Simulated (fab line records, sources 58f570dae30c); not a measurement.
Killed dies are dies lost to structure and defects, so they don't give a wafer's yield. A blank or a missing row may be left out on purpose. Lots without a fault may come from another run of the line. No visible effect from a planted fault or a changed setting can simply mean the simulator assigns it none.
fab line records	flow berkeley_cmos170
[record] lots = 5	wafers = 15	last_day = 12
route steps=331 shown GATE@136 PLDD@145
lots with no fault: from the same line, run without faults
start_h: hours from the record's first day to the start of the lot's first wafer shown	wait_h: how many hours have passed since the lot's step before this one	" repeats the value in the row above	L1.1+2: a single row standing in for several wafers	- no value, or no start was given	* or withheld: withheld	< > ~ a bound
route shown NAME@n: a module of which the file shows steps, and the number in the route of the first	usual: mean and standard deviation over wafers with no fault	same: alike in all rows	chamber/n: place in a boat	sites: the reading at each site	_std_site: standard deviation of those values	_edge_site: mean of outer sites minus mean of inner sites	radius_mm: for every site, how far away it sits from the centre of the wafer	mask NAME#n: copy n	behind: tool/chamber where the wafer was last shaped	hold: why the lot was held/for how many hours/how that ended	device: the transistor (n, p or np) that didn't switch	end of line: the tests these same wafers got at the end of their route	where a step has no rows: the recipe by itself	killed: the dies lost at the first sort to structure and to defects; this is not the yield of the wafer	map: shows each die of a wafer: x if killed, . if not, _ if none is there
set.NAME: setting as actually run; set.NAME@STEP: the setting as run at that earlier step	model.NAME: the simulator's own value behind a step, which no gauge read
lots at some steps of the route; a table a step, a row a wafer
services: the hour from which a tool's chamber was out of use, counted from the record's first day as start_h (under 0 if before that day), plus the number of hours and why
[[steps]]
[step UCB170_GATE_PEB_10]
[recipe] peb_temp_c = 130	peb_time_s = withheld	resist = KrF
lot.wafer	tool	chamber	start_h	wait_h
L075.2+5+6	litho_track-02	0	150.57	0.3
L077.2+3+6	litho_track-02	0	163.38	0.9
L081.1+2+6	litho_track-03	0	185.02	0.4
L091.1+2+5	litho_track-03	0	229.14	0.1
L096.1+3+4	litho_track-02	0	251.23	0.1
[step UCB170_GATE_DEVELOP_11]
[recipe] developer = TMAH	develop_time_s = 45	resist = KrF	dev_temp_c = 21
lot.wafer	tool	chamber	start_h	wait_h
L075.2+5+6	litho_track-02	0	-	-
L077.2+3+6	litho_track-02	0	-	-
L081.1+2+6	litho_track-03	0	-	-
L091.1+2+5	litho_track-03	0	-	-
L096.1+3+4	litho_track-02	0	-	-
[step UCB170_GATE_CD_MEAS_12]
[recipe] target_cd_nm = 350
[usual] cd_nm = 349.9/1.5
lot.wafer	tool	chamber	start_h	wait_h	cd_nm
L075.2	cd_sem-01	-	150.90	-	350.7
L075.5	"	-	"	"	351.4
L075.6	"	-	"	"	351.3
L077.2	cd_sem-01	-	163.65	-	348.3
L077.3	"	-	"	"	347.1
L077.6	"	-	"	"	346.8
L081.1	cd_sem-01	-	185.30	-	346.6
L081.2	"	-	"	"	347.2
L081.6	"	-	"	"	346.1
L091.1	cd_sem-02	-	229.42	-	350.7
L091.2	"	-	"	"	350.2
L091.5	"	-	"	"	350.2
L096.1	cd_sem-01	-	251.51	-	352.7
L096.3	"	-	"	"	353.3
L096.4	"	-	"	"	350.8
[step UCB170_GATE_OVL_MEAS_13]
[usual] GATE_OVL = -2/4.7
lot.wafer	tool	chamber	start_h	wait_h	GATE_OVL[nm]
L075.2	overlay-01	-	151.01	0.1	-2
L075.5	"	-	"	"	-1
L075.6	"	-	"	"	3
L077.2	overlay-01	-	163.75	0.1	4
L077.3	"	-	"	"	-9
L077.6	"	-	"	"	0
L081.1	overlay-02	-	185.42	0.1	1
L081.2	"	-	"	"	-5
L081.6	"	-	"	"	-8
L091.1	overlay-01	-	229.54	0.1	11
L091.2	"	-	"	"	7
L091.5	"	-	"	"	2
L096.1	overlay-02	-	251.63	0.1	-8
L096.3	"	-	"	"	-5
L096.4	"	-	"	"	-1
[step UCB170_GATE_ETCH_14]
[recipe] chemistry = N2/H2	target_depth_a = withheld	overetch_a = withheld	target = BARC	time_s = withheld	source_w = 500	bias_w = 100	pressure_mtorr = 30	n2_flow_sccm = 100	h2_flow_sccm = 200
[usual] drypump_motor_current_A = 5.7/0.37	oes_product_au = 1.000/0.018	rf_fwd_power_W = 494.7/2.1	throttle_valve_pct = 13.28/0.16
lot.wafer	tool	chamber	start_h	wait_h	drypump_motor_current_A	oes_product_au	rf_fwd_power_W	throttle_valve_pct
L075.2	rie_diel-02	1	151.04	0.0	5.2	0.990	494.4	13.36
L075.5	"	3	"	"	5.9	0.991	493.6	13.34
L075.6	"	2	"	"	5.9	0.991	497.2	13.54
L077.2	rie_diel-02	3	163.78	0.0	6.0	0.997	491.3	13.31
L077.3	"	2	"	"	5.9	0.990	497.3	13.54
L077.6	"	1	"	"	5.2	0.990	496.3	13.36
L081.1	rie_diel-01	3	185.45	0.0	5.4	1.027	494.2	13.21
L081.2	"	0	"	"	5.5	0.980	495.3	13.16
L081.6	"	3	"	"	5.4	1.034	496.5	13.21
L091.1	rie_diel-02	1	229.57	0.0	5.2	0.978	491.9	13.35
L091.2	"	2	"	"	5.9	0.988	496.9	13.55
L091.5	"	1	"	"	5.2	0.989	493.9	13.36
L096.1	rie_diel-04	2	251.67	0.0	6.3	1.008	497.2	12.92
L096.3	"	3	"	"	5.4	0.989	491.5	13.49
L096.4	"	1	"	"	5.6	0.999	496.7	13.35
[step UCB170_GATE_ETCH_15]
[recipe] chemistry = HBr/Cl2	target = poly-Si	stop_on = SiO2	over_etch_frac = 0.3	icp_w = 300	bias_w = 150	time_s = 56.3	pressure_mtorr = 15	HBr_flow_sccm = 150	Cl2_flow_sccm = 50	target_depth_a = 2782
[usual] drypump_motor_current_A = 5.6/0.36	oes_product_au = 0.831/0.012	rf_fwd_power_W = 297.3/1.4	throttle_valve_pct = 26.38/0.18
[same] over_etch_frac = 0.3
lot.wafer	tool	chamber	start_h	wait_h	drypump_motor_current_A	oes_product_au	rf_fwd_power_W	rf_hours_counter_h	throttle_valve_pct
L075.2	rie_si-01	0	151.08	-	5.7	0.840	297.2	136	26.58
L075.5	"	1	"	"	5.1	0.821	298.5	-	26.30
L075.6	"	0	"	"	5.7	0.839	297.9	-	26.59
L077.2	rie_si-02	0	163.82	-	5.3	0.814	299.9	109	26.68
L077.3	"	2	"	"	6.1	0.830	297.8	1	26.42
L077.6	"	3	"	"	5.7	0.833	297.8	-	26.18
L081.1	rie_si-02	2	185.49	-	6.2	0.824	297.0	1	26.42
L081.2	"	0	"	"	5.3	0.810	298.1	109	26.70
L081.6	"	0	"	"	5.2	0.798	296.7	-	26.68
L091.1	rie_si-02	1	229.62	-	5.3	0.819	297.9	0	26.62
L091.2	"	3	"	"	5.7	0.824	296.6	1	26.17
L091.5	"	3	"	"	5.7	0.824	297.7	-	26.15
L096.1	rie_si-02	1	251.71	-	5.3	0.837	296.7	1	26.58
L096.3	"	0	"	"	5.2	0.813	297.4	0	26.64
L096.4	"	3	"	"	5.7	0.827	299.1	1	26.16
[step UCB170_GATE_STRIP_16]
[recipe] chemistry = O2	power_w = 400	pressure_mtorr = 3500	platen_temp_c = withheld	o2_flow_sccm = 400	overash_fraction = 0.5
[usual] drypump_motor_current_A = 5.57/0.28	oes_product_au = 0.724/0.0047
lot.wafer	tool	chamber	start_h	wait_h	drypump_motor_current_A	oes_product_au	rf_hours_counter_h
L075.2	plasma_asher-02	0	151.13	0.0	5.61	0.730	37
L075.5	"	1	"	"	6.07	0.719	-
L075.6	"	0	"	"	5.62	0.722	-
L077.2	plasma_asher-04	0	163.87	0.0	5.26	0.725	37
L077.3	"	1	"	"	5.45	0.729	-
L077.6	"	1	"	"	5.45	0.725	-
L081.1	plasma_asher-03	1	185.54	0.0	5.86	0.730	6
L081.2	"	0	"	"	5.34	0.725	6
L081.6	"	1	"	"	5.85	0.724	-
L091.1	plasma_asher-04	1	229.66	0.0	5.45	0.728	44
L091.2	"	0	"	"	5.26	0.726	44
L091.5	"	1	"	"	5.46	0.717	-
L096.1	plasma_asher-04	0	251.76	0.0	5.24	0.727	47
L096.3	"	0	"	"	5.22	0.726	-
L096.4	"	1	"	"	5.47	0.724	-
[step UCB170_GATE_CD_MEAS_90]
[recipe] target_cd_nm = 350
[usual] cd_nm = 350.0/1.6
lot.wafer	tool	chamber	start_h	wait_h	cd_nm
L075.2	cd_sem-02	-	151.35	0.2	350.3
L075.5	"	-	"	"	350.8
L075.6	"	-	"	"	351.7
L077.2	cd_sem-02	-	163.99	0.1	348.0
L077.3	"	-	"	"	347.1
L077.6	"	-	"	"	346.6
L081.1	cd_sem-01	-	185.66	0.1	346.6
L081.2	"	-	"	"	347.3
L081.6	"	-	"	"	345.9
L091.1	cd_sem-02	-	229.76	0.1	350.9
L091.2	"	-	"	"	351.4
L091.5	"	-	"	"	350.1
L096.1	cd_sem-01	-	251.87	0.1	352.5
L096.3	"	-	"	"	352.9
L096.4	"	-	"	"	349.8
[step UCB170_GATE_CLEAN_17]
[recipe] chemistry = SPM	temp_c = 120	time_s = 600
lot.wafer	tool	chamber	start_h	wait_h
L075.2+5+6	wet_bench-02	1	151.45	0.1
L077.2+3+6	wet_bench-02	1	164.09	0.1
L081.1+2+6	wet_bench-02	3	185.82	0.1
L091.1+2+5	wet_bench-02	2	229.88	0.1
L096.1+3+4	wet_bench-02	1	252.12	0.2
[step UCB170_PLDD_HMDS_00]
[recipe] prime_time_s = 60	prime_temp_c = 100
lot.wafer	tool	chamber	start_h	wait_h
L075.2+5+6	litho_track-04	0	151.87	0.2
L077.2+3+6	litho_track-03	0	164.32	0.0
L081.1+2+6	litho_track-03	0	186.27	0.3
L091.1+2+5	litho_track-01	0	230.24	0.2
L096.1+3+4	litho_track-01	0	252.61	0.3
[step UCB170_PLDD_COAT_01]
[recipe] resist = KrF	spin_rpm = 1500	resist_thk_nm = 900
lot.wafer	tool	chamber	start_h	wait_h
L075.2+5+6	litho_track-04	0	152.02	0.1
L077.2+3+6	litho_track-03	0	164.47	0.1
L081.1+2+6	litho_track-03	0	186.42	0.1
L091.1+2+5	litho_track-01	0	230.39	0.1
L096.1+3+4	litho_track-01	0	252.76	0.1
[step UCB170_PLDD_SOFTBAKE_02]
[recipe] resist = KrF	temp_c = 130	time_s = 60
lot.wafer	tool	chamber	start_h	wait_h
L075.2+5+6	litho_track-04	0	152.17	0.1
L077.2+3+6	litho_track-03	0	164.62	0.1
L081.1+2+6	litho_track-03	0	186.57	0.1
L091.1+2+5	litho_track-01	0	230.54	0.1
L096.1+3+4	litho_track-01	0	252.91	0.1
[step UCB170_PLDD_EXPOSE_03]
[recipe] mask_id = PSELECT	na = 0.5	sigma_outer = 0.6	source_shape = conventional	target_cd_nm = 1200	dose_mj = 30
[usual] exposure_dose_mJ_cm2 = 29.97/0.031	stage_vel_mm_s = 500.03/0.26
lot.wafer	tool	chamber	start_h	wait_h	mask	exposure_dose_mJ_cm2	stage_vel_mm_s
L075.2	krf_scanner-02	0	152.32	0.1	PSELECT#0	30.02	500.41
L075.5	"	0	"	"	PSELECT#0	29.95	499.90
L075.6	"	0	"	"	PSELECT#0	29.99	500.13
L077.2	krf_scanner-01	0	164.89	0.2	PSELECT#0	30.04	499.93
L077.3	"	0	"	"	PSELECT#0	29.99	500.07
L077.6	"	0	"	"	PSELECT#0	30.00	499.93
L081.1	krf_scanner-02	0	186.85	0.2	PSELECT#0	29.99	500.05
L081.2	"	0	"	"	PSELECT#0	29.99	499.83
L081.6	"	0	"	"	PSELECT#0	30.03	500.15
L091.1	krf_scanner-02	0	230.81	0.2	PSELECT#0	29.95	500.53
L091.2	"	0	"	"	PSELECT#0	29.97	500.25
L091.5	"	0	"	"	PSELECT#0	29.99	500.62
L096.1	krf_scanner-02	0	253.20	0.3	PSELECT#0	29.99	499.99
L096.3	"	0	"	"	PSELECT#0	29.98	500.34
L096.4	"	0	"	"	PSELECT#0	30.02	499.81
[step UCB170_PLDD_PEB_04]
[recipe] peb_temp_c = 130	peb_time_s = withheld	resist = KrF
lot.wafer	tool	chamber	start_h	wait_h
L075.2+5+6	litho_track-01	0	152.81	0.5
L077.2+3+6	litho_track-03	0	165.02	0.1
L081.1+2+6	litho_track-01	0	187.43	0.6
L091.1+2+5	litho_track-03	0	230.93	0.1
L096.1+3+4	litho_track-01	0	253.61	0.4
[[services]]
tool	chamber	start_h	hours	kind
rie_si-01	1	128.10	4.1	repair
krf_scanner-01	-	131.25	4.4	repair
krf_scanner-01	-	135.60	0.8	pm
krf_scanner-02	-	136.44	1.3	pm
plasma_asher-03	-	144.94	14.2	repair
krf_scanner-01	-	146.15	7.2	pm
rie_diel-02	0	158.88	51.2	repair
rie_diel-02	2	165.59	7.0	repair
rie_si-02	-	166.67	0.2	repair
rie_diel-01	2	166.75	1.9	repair
rie_si-02	3	170.74	3.7	repair
krf_scanner-01	-	171.27	1.3	pm
rie_si-02	1	182.13	5.3	repair
plasma_asher-03	-	199.55	2.8	pm
rie_si-01	0	203.41	2.8	repair
rie_si-02	0	207.44	6.7	repair
plasma_asher-04	-	209.06	5.4	repair
krf_scanner-02	-	211.18	1.0	pm
rie_diel-04	-	221.59	14.6	pm
rie_si-02	0	221.76	-	clean
rie_si-02	0	221.76	22.6	scheduled_down
rie_si-02	0	221.76	22.6	vent_cycle
krf_scanner-01	-	222.00	1.0	pm
rie_si-01	0	250.59	2.3	repair
[[key]]
fault none
